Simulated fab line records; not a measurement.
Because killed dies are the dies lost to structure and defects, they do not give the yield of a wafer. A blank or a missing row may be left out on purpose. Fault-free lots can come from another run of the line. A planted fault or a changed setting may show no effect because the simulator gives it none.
Which tool was responsible? | flow rit cmos | 15 lots with 45 wafers sampled at 5 steps, on a route of 202 steps

WHAT THE GAUGES READ, wafer by wafer
RIT_NRETRO_OVL_MEAS_06. Usual: for NRETRO_OVL the level is 1.5 nm and the standard deviation is 1.2.
lot  | measured    | on         | NRETRO_OVL (nm) | flag
L239 | day 2 05:05 | overlay-01 | 1.2 3.2 0.7     |
L240 | day 2 10:36 | overlay-01 | -0.9 -0.4 2.1   |
L243 | day 3 01:17 | overlay-02 | 0.6 2.0 3.1     |
L244 | day 3 06:05 | overlay-02 | 0.4 0.2 0.9     |
L245 | day 3 11:10 | overlay-02 | -0.1 0.1 1.4    |
L246 | day 3 16:31 | overlay-01 | 0.9 2.5 0.6     |
L247 | day 3 21:20 | overlay-02 | 0.3 0.9 1.4     |
L251 | day 4 19:03 | overlay-01 | 3.1 1.0 1.3     |
L256 | day 5 23:07 | overlay-02 | 1.3 1.0 1.3     |
L257 | day 6 05:38 | overlay-01 | 0.1 2.3 0.4     |
L258 | day 6 10:19 | overlay-01 | 1.3 1.5 0.6     |
L259 | day 6 14:54 | overlay-01 | 0.3 0.5 1.5     |
L260 | day 6 17:56 | overlay-01 | 2.2 1.4 1.8     |
L261 | day 6 23:24 | overlay-02 | 2.9 2.9 3.2     |
L262 | day 7 05:36 | overlay-02 | 2.0 0.8 3.6     |

RIT_PSD_TW_MEAS_10. Usual: for PSD_TW the level is 3470 and the standard deviation is 27.
lot  | measured    | on            | PSD_TW         | flag
L239 | day 3 00:10 | film metro-02 | 3443 3449 3435 |
L240 | day 3 05:47 | film metro-04 | 3463 3472 3482 |
L243 | day 3 20:51 | film metro-02 | 3598 3581 3614 | OFF
L244 | day 4 01:21 | film metro-01 | 3496 3474 3496 |
L245 | day 4 07:38 | film metro-04 | 3485 3486 3483 |
L246 | day 4 13:11 | film metro-01 | 3634 3634 3648 | OFF
L247 | day 4 18:15 | film metro-01 | 3486 3481 3486 |
L251 | day 5 15:45 | film metro-01 | 3642 3624 3639 | OFF
L256 | day 6 20:11 | film metro-01 | 3503 3482 3484 |
L257 | day 7 06:40 | film metro-01 | 3525 3504 3515 |
L258 | day 7 10:37 | film metro-02 | 3434 3442 3443 |
L259 | day 7 12:14 | film metro-04 | 3461 3465 3487 |
L260 | day 7 17:23 | film metro-04 | 3474 3462 3463 |
L261 | day 7 22:01 | film metro-04 | 3454 3461 3472 |
L262 | day 8 02:05 | film metro-02 | 3429 3413 3422 |

RIT_SDANNEAL_RS_MEAS_04: uses a four-point probe to measure. Usual: for PSD_RS the level is 115.83 ohm/sq and the standard deviation is 0.29.
lot  | measured    | on            | PSD_RS (ohm/sq)      | flag
L239 | day 3 00:40 | film metro-04 | 115.58 115.31 115.31 |
L240 | day 3 06:18 | film metro-04 | 115.41 115.59 115.48 |
L243 | day 3 21:21 | film metro-01 | 107.36 107.73 107.70 | OFF
L244 | day 4 01:52 | film metro-01 | 116.14 116.12 116.10 |
L245 | day 4 08:09 | film metro-04 | 115.50 115.31 115.37 |
L246 | day 4 13:41 | film metro-01 | 107.52 107.19 107.29 | OFF
L247 | day 4 18:44 | film metro-02 | 116.14 116.43 116.31 |
L251 | day 5 16:43 | film metro-01 | 107.79 107.65 107.88 | OFF
L256 | day 6 20:41 | film metro-02 | 115.83 115.31 116.07 |
L257 | day 7 07:09 | film metro-01 | 115.90 115.78 115.93 |
L258 | day 7 11:07 | film metro-01 | 116.17 116.09 115.95 |
L259 | day 7 12:44 | film metro-02 | 115.54 115.98 115.91 |
L260 | day 7 17:54 | film metro-04 | 115.62 115.80 115.59 |
L261 | day 7 22:31 | film metro-01 | 116.00 116.26 115.81 |
L262 | day 8 02:35 | film metro-01 | 116.20 116.07 115.88 |

EACH LOT AND THE TOOL THAT RAN IT (in order: tool; ch and the chambers of the sampled wafers; start)
lot  | RIT_NRETRO_STRIP_09                 | RIT_PSD_IMPLANT_08
L239 | plasma asher-03 ch 0,1, day 2 05:31 | implanter-02 ch 0, day 2 23:52
L240 | plasma asher-04 ch 1, day 2 11:02   | implanter-02 ch 0, day 3 05:29
L243 | plasma asher-04 ch 0,1, day 3 01:44 | implanter-03 ch 0, day 3 20:13
L244 | plasma asher-01 ch 0,1, day 3 06:31 | implanter-04 ch 0, day 4 01:01
L245 | plasma asher-01 ch 0,1, day 3 11:36 | implanter-03 ch 0, day 4 07:19
L246 | plasma asher-01 ch 0,1, day 3 17:00 | implanter-03 ch 0, day 4 12:35
L247 | plasma asher-04 ch 0,1, day 3 21:46 | implanter-03 ch 0, day 4 17:56
L251 | plasma asher-01 ch 0,1, day 4 19:29 | implanter-04 ch 0, day 5 15:08
L256 | plasma asher-01 ch 0,1, day 5 23:37 | implanter-02 ch 0, day 6 19:53
L257 | plasma asher-04 ch 0,1, day 6 06:04 | implanter-03 ch 0, day 7 06:20
L258 | plasma asher-03 ch 1, day 6 10:46   | implanter-04 ch 0, day 7 10:08
L259 | plasma asher-04 ch 0,1, day 6 15:23 | implanter-02 ch 0, day 7 11:57
L260 | plasma asher-03 ch 0,1, day 6 18:23 | implanter-03 ch 0, day 7 17:04
L261 | plasma asher-04 ch 0,1, day 6 23:50 | implanter-03 ch 0, day 7 21:42
L262 | plasma asher-04 ch 0,1, day 7 06:05 | implanter-02 ch 0, day 8 01:47
- RIT_NRETRO_STRIP_09: strips in O2, time 180 s.
- RIT_PSD_IMPLANT_08

WHAT THE TOOLS THEMSELVES READ (means of the sampled wafers that have a number; where no wafer has one, the mark that the record gives instead)
RIT_NRETRO_STRIP_09. Usual: drypump motor current A 5.4 A, standard deviation 0.4.
lot  | tool            | drypump motor current A (A) | flag
L239 | plasma asher-03 | 5.9                         |
L240 | plasma asher-04 | 4.9                         |
L243 | plasma asher-04 | 5.0                         |
L244 | plasma asher-01 | 5.5                         |
L245 | plasma asher-01 | 5.5                         |
L246 | plasma asher-01 | 5.5                         |
L247 | plasma asher-04 | 4.9                         |
L251 | plasma asher-01 | 5.5                         |
L256 | plasma asher-01 | 5.5                         |
L257 | plasma asher-04 | 5.0                         |
L258 | plasma asher-03 | 5.8                         |
L259 | plasma asher-04 | 5.0                         |
L260 | plasma asher-03 | 5.9                         |
L261 | plasma asher-04 | 5.0                         |
L262 | plasma asher-04 | 5.0                         |

RIT_PSD_IMPLANT_08. Usual: tilt deg 7.000 degrees, standard deviation 0.018.
lot  | tool         | tilt deg (degrees) | flag
L239 | implanter-02 | 6.996              |
L240 | implanter-02 | 7.009              |
L243 | implanter-03 | 6.990              |
L244 | implanter-04 | 7.014              |
L245 | implanter-03 | 7.023              |
L246 | implanter-03 | 7.009              |
L247 | implanter-03 | 6.996              |
L251 | implanter-04 | 6.991              |
L256 | implanter-02 | 6.997              |
L257 | implanter-03 | 6.982              |
L258 | implanter-04 | 6.973              |
L259 | implanter-02 | 6.995              |
L260 | implanter-03 | 6.985              |
L261 | implanter-03 | 7.005              |
L262 | implanter-02 | 6.988              |

THE ANSWER, worked out from the rows above alone
Rule: take the mean of a lot's wafers that have a number; if it is more than 3 standard deviations from the usual mean, the lot is off. A lot without any number at a reading at which 4 lots or more have one is off too. The other lots that the step has rows for count as sound. After the gauges, taken in route order, come the tools' own readings; for these a lot's mean is taken, as printed above. At the first step where some lot is off, the reading lying furthest off is the one used; lots without a number count as furthest.
Off: L243, L246, L251, seen at RIT_PSD_TW_MEAS_10 (PSD_TW).
If a tool, at a process step before that reading, ran all the lots that are off and no sound lot after the first of them, it fits. Those tools and the gauges at RIT_PSD_TW_MEAS_10 are tried in the same way. None of those tried fits.

WHAT HAD BEEN PUT IN BY THE SIMULATOR
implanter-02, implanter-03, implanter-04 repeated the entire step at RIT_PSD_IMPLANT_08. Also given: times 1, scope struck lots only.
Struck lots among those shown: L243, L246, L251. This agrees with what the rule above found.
